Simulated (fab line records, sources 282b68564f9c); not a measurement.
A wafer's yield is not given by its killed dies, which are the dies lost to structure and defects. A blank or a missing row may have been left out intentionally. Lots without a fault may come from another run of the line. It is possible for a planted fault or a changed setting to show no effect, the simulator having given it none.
Lot-split experiment ; flow rit cmos ; on a route of 202 steps: 5 lots, 23 wafers read

== THE SPLIT ITSELF ==
At RIT_NLDD_IMPLANT_08, the setting energy kev was moved away from the recipe's 20 on 8 of the 23 wafers read, by -5.7% to +2.5%. This setting was run at the recipe's value on the other wafers.

The reading is taken at the split's own step.

== THE READING ==
implant.drp nm (the simulator's own value, which no gauge read), in nm, at RIT_NLDD_IMPLANT_08. The file does not state a usual value for it.

wafer;tool, chamber at the split;energy kev as run;against the recipe;implant.drp nm, nm;against lot-mates on the recipe
L074.1;implanter-01, 0;20;recipe;12.97;-
L074.2;implanter-01, 0;20;recipe;12.97;-
L074.6;implanter-01, 0;20;recipe;12.97;-
L074.3;implanter-01, 0;20.5;+2.5%;13.16;+0.19
L074.5;implanter-01, 0;20.5;+2.5%;13.16;+0.19
L077.1;implanter-02, 0;20;recipe;12.97;-
L077.2;implanter-02, 0;20;recipe;12.97;-
L077.5;implanter-02, 0;20;recipe;12.97;-
L079.1;implanter-04, 0;20;recipe;12.97;-
L079.3;implanter-04, 0;20;recipe;12.97;-
L079.4;implanter-04, 0;20;recipe;12.97;-
L079.5;implanter-04, 0;20;recipe;12.97;-
L079.6;implanter-04, 0;20;recipe;12.97;-
L084.1;implanter-01, 0;18.86;-5.7%;12.52;-0.45
L084.2;implanter-01, 0;18.86;-5.7%;12.52;-0.45
L084.3;implanter-01, 0;18.86;-5.7%;12.52;-0.45
L084.4;implanter-01, 0;20;recipe;12.97;-
L084.6;implanter-01, 0;20;recipe;12.97;-
L085.1;implanter-04, 0;20;recipe;12.97;-
L085.5;implanter-04, 0;20;recipe;12.97;-
L085.2;implanter-04, 0;19.45;-2.8%;12.75;-0.22
L085.3;implanter-04, 0;19.45;-2.8%;12.75;-0.22
L085.6;implanter-04, 0;19.45;-2.8%;12.75;-0.22

THE FIT
A straight line over all 23 wafers: implant.drp nm changes by +0.0787 nm for each +1% of energy kev; r = +1.00; the points scatter about the line by 0.0022 nm.
The same after taking each lot's own level away (the mean of its wafers on the recipe; 23 wafers): +0.0787 nm for each +1%; r = +1.00; scatter 0.0022 nm.
That fit puts the effect of the largest move of energy kev on the reading at 0.45 nm.
The lots' own levels span 12.970 to 12.970 nm.
So the lot-to-lot level changes the slope little: the two slopes agree.
Check: -0.449 nm against its lot-mates is what the line predicts for one of the wafers moved furthest among these (-5.7%) when that wafer is left out of the fit. It came out at -0.45 nm against them.

== OTHER SPLITS ON THESE WAFERS ==
Before the reading, these wafers also passed through other splits. Each is held against what the fit with the lots' levels taken away leaves over:
other split on the same wafers;wafers away from the commonest value;r with implant.drp nm (lot level and that fit taken away)
RIT_GATE_ETCH_19 over etch frac;6;-0.21
RIT_NLDD_SOFTBAKE_02 temp c;8;-0.02

== FILE'S OWN FIT ==
implant.drp nm changes by +0.0789 nm for each +1% of energy kev, r = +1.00.
